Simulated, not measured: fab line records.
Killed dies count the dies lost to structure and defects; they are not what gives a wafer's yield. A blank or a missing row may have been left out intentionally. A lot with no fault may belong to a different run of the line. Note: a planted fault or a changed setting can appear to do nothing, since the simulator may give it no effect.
Struck lot and sound lot, side by side | flow ritCmos | 15 out of 202 route steps
Sound: wafers L938.2, L938.4, L938.6. Struck: wafers L941.2, L941.3, L941.5. The cause is named last.
Each step with rows lists, per side, the tool, then ch with its chambers, then its first start. Under that, the readings that differ: sound wafers | struck wafers | difference of the means | sigmas: that difference in standard deviations of wafers without a fault.
alike: readings whose means differ by less than 2 such deviations, and words and numbers that are the same on both sides. not compared: withheld readings, readings that some wafer has no value for, bounds like >300 that may hide the same value, and numbers for which the record gives no deviation and whose values overlap.
A row with sigmas, a row that says differs or no value, or rows on one side alone: a step with any of these is where the two part. Non-overlapping numbers with no deviation appear without sigmas and do not part them. Lack of a reading on every wafer of one side parts them only where that side has two or more wafers.

first, 1 step without rows for these wafers: RIT_NLDD_IMPLANT_08.
RIT_NLDD_STRIP_09: strips in O2, time 180 s.
  sound on plasmaAsher-04 ch 0,1, day 4 20:17; struck on plasmaAsher-03 ch 0,1, day 5 15:52
  alike: drypumpMotorCurrentA, o2FlowSccm
  not compared: rfHoursCounterH
RIT_NLDD_TW_MEAS_10:
  struck on filmMetro-03, day 5 16:03; sound on filmMetro-02, day 4 20:28
  alike: NLDD_TW
then, 6 steps without rows for these wafers: RIT_PLDD_HMDS_00 (prime time 60 s); RIT_PLDD_COAT_01 (resist thk 1000 nm); RIT_PLDD_SOFTBAKE_02 (time 60 s); RIT_PLDD_EXPOSE_03 (exposes mask M8, target cd 40900 nm); RIT_PLDD_PEB_04; RIT_PLDD_DEVELOP_05 (develop time 51.36 s).
RIT_PLDD_OVL_MEAS_06:
  struck on overlay-01, day 5 16:57; sound on overlay-01, day 4 21:30
  alike: PLDD_OVL
then, 2 steps without rows for these wafers: RIT_PLDD_HARDBAKE_07 (time 60 s); RIT_PLDD_IMPLANT_08.
RIT_PLDD_STRIP_09: strips in O2, time 180 s.
  sound on plasmaAsher-03 ch 0,1, day 4 21:50; struck on plasmaAsher-03 ch 0, day 5 17:17
reading           | sound          | struck         | difference | sigmas
o2FlowSccm (sccm) | 3997 3986 4008 | 4805 4817 4802 | +811       | +62
  alike: drypumpMotorCurrentA
  not compared: rfHoursCounterH
RIT_PLDD_TW_MEAS_10:
  struck on filmMetro-02, day 5 17:28; sound on filmMetro-02, day 4 22:01
  alike: PLDD_TW
RIT_M1_PROBE_99:
  struck on prober-02, day 6 06:56; sound on prober-01, day 5 14:02
  alike: killedAtContacts, killedAtFrontEnd, killedDies, killedOpen, killedShort

== WHERE THEY PART ==
At RIT_PLDD_STRIP_09 and nowhere else, as far as this record goes. Later steps at which nothing parts them and some readings are alike: RIT_PLDD_TW_MEAS_10, RIT_M1_PROBE_99.

WHY: what had been put in by the simulator
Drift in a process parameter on plasmaAsher-03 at RIT_PLDD_STRIP_09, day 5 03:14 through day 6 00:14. Setting o2FlowSccm shifted by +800 from 4000. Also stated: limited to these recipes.
